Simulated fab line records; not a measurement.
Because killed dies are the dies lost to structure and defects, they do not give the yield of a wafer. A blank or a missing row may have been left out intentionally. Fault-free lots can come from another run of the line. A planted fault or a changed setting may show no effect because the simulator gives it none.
fab line records ; flow rit_cmos
record lots=13; wafers=39; last_day=7
route steps=202 shown ACTIVE@5 GATE@97 SILICIDE@162 M1@198
lots that met no fault: from a run of the same line without faults
start_h: hours from the record's first day to the start of the lot's first wafer shown ; wait_h: time in hours since the lot's previous step ; " identical to the entry in the row above ; L1.1+2: several wafers, shown together as one row ; - value missing, or start not given ; * or withheld: withheld ; < > ~ a bound
route shown NAME@n: a module of which the file shows steps, and the number in the route of the first ; usual: mean and standard deviation over wafers with no fault ; same: alike in all rows ; chamber/n: place in a boat ; sites: each site's reading ; _std_site: standard deviation of those values ; _edge_site: outer sites' mean less inner sites' ; radius_mm: for every site, how far away it sits from the centre of the wafer ; mask NAME#n: copy n ; behind: tool/chamber where the wafer was last shaped ; hold: cause of the lot's hold/its duration in hours/its outcome ; device: the n, p or np transistor that did not switch ; end of line: the same wafers' tests at the end of the route ; a step given without rows: its recipe and nothing more ; killed: the dies lost at the first sort to structure and to defects; this is not the yield of the wafer ; map: shows each die of a wafer: x if killed, . if not, _ if none is there
set.NAME: the setting the step ran with; set.NAME@STEP: the setting that earlier step ran with ; model.NAME: the simulator's own value behind a step, which no gauge read
the route's steps for a sample of lots (tables are steps, rows are wafers)
services: the hour from which a tool's chamber was out of use, counted from the record's first day as start_h (under 0 if before that day), plus the number of hours and why
## steps
# step RIT_ACTIVE_THK_MEAS_04
# recipe reads=Si3N4_of_ACTIVE_CVD_03
# usual ACTIVE_NITRIDE_THK=150.0/1.4
lot.wafer;tool;chamber;start_h;wait_h;ACTIVE_NITRIDE_THK[nm]
L347.1;film_metro-04;-;13.53;0.0;149.6
L347.3;film_metro-04;-;13.53;0.0;149.1
L347.4;film_metro-04;-;13.53;0.0;148.4
L348.2;film_metro-01;-;18.54;0.0;149.0
L348.4;film_metro-01;-;18.54;0.0;149.8
L348.5;film_metro-01;-;18.54;0.0;149.1
L350.3;film_metro-04;-;29.34;0.0;147.2
L350.4;film_metro-04;-;29.34;0.0;146.8
L350.6;film_metro-04;-;29.34;0.0;147.4
L351.1;film_metro-01;-;35.42;0.0;146.4
L351.4;film_metro-01;-;35.42;0.0;146.3
L351.5;film_metro-01;-;35.42;0.0;148.1
L353.2;film_metro-03;-;45.09;0.0;149.3
L353.4;film_metro-03;-;45.09;0.0;151.0
L353.5;film_metro-03;-;45.09;0.0;150.2
L354.2;film_metro-04;-;49.21;0.0;153.0
L354.5;film_metro-04;-;49.21;0.0;152.4
L354.6;film_metro-04;-;49.21;0.0;152.2
L356.1;film_metro-03;-;59.49;0.0;150.7
L356.2;film_metro-03;-;59.49;0.0;150.8
L356.4;film_metro-03;-;59.49;0.0;150.5
L357.2;film_metro-01;-;63.92;0.0;150.1
L357.3;film_metro-01;-;63.92;0.0;150.3
L357.4;film_metro-01;-;63.92;0.0;150.8
L358.2;film_metro-01;-;68.88;0.0;150.0
L358.5;film_metro-01;-;68.88;0.0;150.4
L358.6;film_metro-01;-;68.88;0.0;152.4
L361.1;film_metro-01;-;83.98;0.0;149.3
L361.4;film_metro-01;-;83.98;0.0;151.2
L361.6;film_metro-01;-;83.98;0.0;149.3
L364.1;film_metro-03;-;99.60;0.0;150.6
L364.4;film_metro-03;-;99.60;0.0;151.3
L364.6;film_metro-03;-;99.60;0.0;151.1
L369.2;film_metro-04;-;125.48;0.0;151.9
L369.3;film_metro-04;-;125.48;0.0;151.1
L369.5;film_metro-04;-;125.48;0.0;150.9
L370.2;film_metro-01;-;128.73;0.0;149.4
L370.5;film_metro-01;-;128.73;0.0;150.8
L370.6;film_metro-01;-;128.73;0.0;150.3
# step RIT_GATE_CD_MEAS_90
# recipe target_cd_nm=150
# usual cd_nm=150.2/2.4
lot.wafer;tool;chamber;start_h;wait_h;cd_nm
L347.1;cd_sem-01;-;38.49;0.1;150.1
L347.3;cd_sem-01;-;38.49;0.1;150.3
L347.4;cd_sem-01;-;38.49;0.1;149.1
L348.2;cd_sem-01;-;45.17;0.1;149.7
L348.4;cd_sem-01;-;45.17;0.1;149.5
L348.5;cd_sem-01;-;45.17;0.1;149.6
L350.3;cd_sem-02;-;57.48;0.1;148.4
L350.4;cd_sem-02;-;57.48;0.1;149.6
L350.6;cd_sem-02;-;57.48;0.1;147.9
L351.1;cd_sem-02;-;59.69;0.1;146.7
L351.4;cd_sem-02;-;59.69;0.1;147.7
L351.5;cd_sem-02;-;59.69;0.1;147.7
L353.2;cd_sem-01;-;68.78;0.1;152.4
L353.4;cd_sem-01;-;68.78;0.1;152.1
L353.5;cd_sem-01;-;68.78;0.1;149.6
L354.2;cd_sem-01;-;76.78;0.1;149.9
L354.5;cd_sem-01;-;76.78;0.1;148.4
L354.6;cd_sem-01;-;76.78;0.1;150.9
L356.1;cd_sem-01;-;86.05;0.1;154.2
L356.2;cd_sem-01;-;86.05;0.1;151.8
L356.4;cd_sem-01;-;86.05;0.1;155.9
L357.2;cd_sem-01;-;89.94;0.1;151.1
L357.3;cd_sem-01;-;89.94;0.1;148.0
L357.4;cd_sem-01;-;89.94;0.1;153.4
L358.2;cd_sem-02;-;95.62;0.1;150.4
L358.5;cd_sem-02;-;95.62;0.1;151.5
L358.6;cd_sem-02;-;95.62;0.1;151.4
L361.1;cd_sem-01;-;112.96;0.1;152.8
L361.4;cd_sem-01;-;112.96;0.1;152.8
L361.6;cd_sem-01;-;112.96;0.1;152.9
L364.1;cd_sem-01;-;128.34;0.1;152.0
L364.4;cd_sem-01;-;128.34;0.1;150.8
L364.6;cd_sem-01;-;128.34;0.1;149.9
L369.2;cd_sem-02;-;148.66;0.1;153.3
L369.3;cd_sem-02;-;148.66;0.1;152.3
L369.5;cd_sem-02;-;148.66;0.1;152.3
L370.2;cd_sem-02;-;157.87;0.1;153.0
L370.5;cd_sem-02;-;157.87;0.1;150.7
L370.6;cd_sem-02;-;157.87;0.1;150.4
# step RIT_SILICIDE_SPUTTER_01
# recipe material=Ti; target_thk_nm=30; power_w=350; chamber_pressure_pa=0.667; gas=Ar; time_s=240; substrate_temp_c=25
# usual throttle_valve_pct=29.7/1.2
lot.wafer;tool;chamber;start_h;wait_h;throttle_valve_pct
L347.1;pvd_sputter-03;-;52.51;0.0;28.3
L347.3;pvd_sputter-03;-;52.51;0.0;29.1
L347.4;pvd_sputter-03;-;52.51;0.0;29.1
L348.2;pvd_sputter-04;-;58.05;0.0;30.0
L348.4;pvd_sputter-04;-;58.05;0.0;31.9
L348.5;pvd_sputter-04;-;58.05;0.0;29.9
L350.3;pvd_sputter-04;-;69.98;0.0;31.8
L350.4;pvd_sputter-04;-;69.98;0.0;29.6
L350.6;pvd_sputter-04;-;69.98;0.0;30.9
L351.1;pvd_sputter-03;-;72.74;0.0;29.1
L351.4;pvd_sputter-03;-;72.74;0.0;28.4
L351.5;pvd_sputter-03;-;72.74;0.0;28.2
L353.2;pvd_sputter-03;-;82.10;0.0;28.8
L353.4;pvd_sputter-03;-;82.10;0.0;28.9
L353.5;pvd_sputter-03;-;82.10;0.0;28.1
L354.2;pvd_sputter-04;-;91.11;0.0;30.1
L354.5;pvd_sputter-04;-;91.11;0.0;30.1
L354.6;pvd_sputter-04;-;91.11;0.0;29.8
L356.1;pvd_sputter-04;-;99.98;0.0;32.0
L356.2;pvd_sputter-04;-;99.98;0.0;31.2
L356.4;pvd_sputter-04;-;99.98;0.0;30.1
L357.2;pvd_sputter-01;-;102.57;0.0;31.0
L357.3;pvd_sputter-01;-;102.57;0.0;27.7
L357.4;pvd_sputter-01;-;102.57;0.0;29.9
L358.2;pvd_sputter-03;-;109.64;0.0;28.9
L358.5;pvd_sputter-03;-;109.64;0.0;29.0
L358.6;pvd_sputter-03;-;109.64;0.0;29.1
L361.1;pvd_sputter-03;-;125.89;0.0;28.3
L361.4;pvd_sputter-03;-;125.89;0.0;29.3
L361.6;pvd_sputter-03;-;125.89;0.0;29.3
L364.1;pvd_sputter-01;-;140.91;0.0;31.1
L364.4;pvd_sputter-01;-;140.91;0.0;29.7
L364.6;pvd_sputter-01;-;140.91;0.0;27.7
L369.2;pvd_sputter-03;-;163.22;0.0;28.3
L369.3;pvd_sputter-03;-;163.22;0.0;29.1
L369.5;pvd_sputter-03;-;163.22;0.0;29.1
L370.2;pvd_sputter-04;-;170.60;0.0;30.2
L370.5;pvd_sputter-04;-;170.60;0.0;30.3
L370.6;pvd_sputter-04;-;170.60;0.0;31.1
# step RIT_M1_STRIP_14
# recipe chemistry=O2; time_s=180; platen_temp_c=withheld; power_w=500; pressure_mtorr=4000; o2_flow_sccm=4000
# usual drypump_motor_current_A=6.0/0.35
lot.wafer;tool;chamber;start_h;wait_h;drypump_motor_current_A;rf_hours_counter_h
L347.1;plasma_asher-04;1;57.35;0.0;6.4;41
L347.3;plasma_asher-04;1;57.35;0.0;6.4;-
L347.4;plasma_asher-04;0;57.35;0.0;5.6;-
L348.2;plasma_asher-03;1;63.25;0.0;5.7;43
L348.4;plasma_asher-03;1;63.25;0.0;5.7;-
L348.5;plasma_asher-03;0;63.25;0.0;6.4;-
L350.3;plasma_asher-04;0;75.22;0.1;5.6;-
L350.4;plasma_asher-04;1;75.22;0.1;6.4;-
L350.6;plasma_asher-04;0;75.22;0.1;5.6;-
L351.1;plasma_asher-03;0;78.04;0.0;6.4;45
L351.4;plasma_asher-03;1;78.04;0.0;5.7;-
L351.5;plasma_asher-03;1;78.04;0.0;5.7;-
L353.2;plasma_asher-04;1;87.27;0.0;6.4;44
L353.4;plasma_asher-04;0;87.27;0.0;5.6;-
L353.5;plasma_asher-04;0;87.27;0.0;5.6;-
L354.2;plasma_asher-04;1;96.10;0.0;6.4;45
L354.5;plasma_asher-04;1;96.10;0.0;6.4;-
L354.6;plasma_asher-04;0;96.10;0.0;5.6;-
L356.1;plasma_asher-03;1;105.30;0.0;5.7;48
L356.2;plasma_asher-03;0;105.30;0.0;6.4;48
L356.4;plasma_asher-03;0;105.30;0.0;6.4;-
L357.2;plasma_asher-01;0;107.98;0.0;5.8;44
L357.3;plasma_asher-01;1;107.98;0.0;6.4;-
L357.4;plasma_asher-01;0;107.98;0.0;5.8;-
L358.2;plasma_asher-01;1;114.62;0.0;6.4;45
L358.5;plasma_asher-01;0;114.62;0.0;5.8;-
L358.6;plasma_asher-01;1;114.62;0.0;6.4;-
L361.1;plasma_asher-03;1;130.84;0.0;5.7;51
L361.4;plasma_asher-03;1;130.84;0.0;5.7;-
L361.6;plasma_asher-03;1;130.84;0.0;5.7;-
L364.1;plasma_asher-03;0;146.05;0.0;6.4;53
L364.4;plasma_asher-03;0;146.05;0.0;6.4;-
L364.6;plasma_asher-03;0;146.05;0.0;6.4;-
L369.2;plasma_asher-03;1;168.33;0.0;5.7;55
L369.3;plasma_asher-03;1;168.33;0.0;5.7;-
L369.5;plasma_asher-03;1;168.33;0.0;5.7;-
L370.2;plasma_asher-03;0;175.87;0.0;6.4;56
L370.5;plasma_asher-03;0;175.87;0.0;6.4;-
L370.6;plasma_asher-03;1;175.87;0.0;5.7;-
# step RIT_M1_PROBE_99
# usual killed_at_M0_to_M3=0.0/0.12; killed_at_contacts=0.1/0.25; killed_at_front_end=6.3/2.9; killed_dies=6.4/2.8; killed_open=3.3/2; killed_short=3.1/2
# same gross_dies=264; killed_at_M4_up=0; killed_at_back_side=0; killed_at_other=0
lot.wafer;tool;chamber;start_h;wait_h;killed_at_M0_to_M3;killed_at_contacts;killed_at_front_end;killed_dies;killed_open;killed_short
L350.3;prober-02;-;77.18;0.2;0;0;7;7;3;4
L350.4;prober-02;-;77.23;0.2;0;0;4;4;2;2
L350.6;prober-02;-;77.33;0.2;0;0;7;7;4;3
L364.1;prober-01;-;147.97;0.1;0;1;9;10;4;6
L364.4;prober-01;-;148.12;0.2;0;0;6;6;2;4
L364.6;prober-01;-;148.22;0.2;0;0;30;30;2;2
# killed by level:class
L350.3 SILICIDE:geometric_particle:short=2 FOX2:geometric_particle:open=1 GATE:geometric_particle:short=1 GATE:geometric_particle:open=1 REOX:geometric_particle:short=1 REOX:geometric_particle:open=1
L350.4 GATE:geometric_particle:open=2 GATE:geometric_particle:short=1 REOX:geometric_particle:short=1
L350.6 REOX:geometric_particle:open=3 REOX:geometric_particle:short=2 GATE:geometric_particle:open=1 GATE:geometric_particle:short=1
L364.1 REOX:geometric_particle:short=3 GATE:geometric_particle:short=2 REOX:geometric_particle:open=2 SPACER:geometric_particle:short=1 SPACER:geometric_particle:open=1 CONTACT:geometric_particle:open=1
L364.4 FOX1:geometric_particle:short=2 FOX2:geometric_particle:open=1 GATE:geometric_particle:open=1 GATE:geometric_particle:short=1 SPACER:geometric_particle:short=1
L364.6 SILICIDE:unspecified=26 SILICIDE:geometric_particle:short=2 FOX1:geometric_particle:open=1 REOX:geometric_particle:open=1
## services
tool;chamber;start_h;hours;kind
plasma_asher-03;-;32.03;0.3;repair
pvd_sputter-03;-;55.01;1.6;repair
plasma_asher-03;-;59.40;2.3;repair
pvd_sputter-01;-;60.96;3.0;repair
pvd_sputter-03;-;66.18;3.2;repair
plasma_asher-04;-;108.75;9.0;pm
plasma_asher-04;0;108.75;9.0;vent_cycle
plasma_asher-04;1;108.75;9.0;vent_cycle
pvd_sputter-03;-;116.30;4.5;repair
plasma_asher-04;0;117.75;-;clean
plasma_asher-04;1;117.75;-;clean
## key
first_sign step=RIT_M1_PROBE_99; reading=killed_dies; direction=up; sigmas=8.3; usual=6.4; struck=30
effect step=RIT_M1_PROBE_99; reading=killed_at_front_end; direction=up; sigmas=8.3; usual=6.3; struck=30
met_at RIT_SILICIDE_SPUTTER_01
struck_lots L364
struck_wafers L364.6
tester_left_out L364
not_acting_at RIT_ACTIVE_THK_MEAS_04,RIT_GATE_CD_MEAS_90,RIT_M1_STRIP_14
onset_between 102.57 140.91
fault kind=chamber_particle_source; tool=pvd_sputter-01; chamber=-; onset_h=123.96; steps=RIT_SILICIDE_SPUTTER_01; rate_per_visit_cm2=0.51829; end_h=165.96; scope=struck_wafers_only
# tester_left_out: of these lots the tester's yield and bins aren't shown, on N5 and GAA mostly nor the transistor test; their killed dies are dies lost to structure and defects alone, not to doping, threshold or leakage, so they don't give the yield
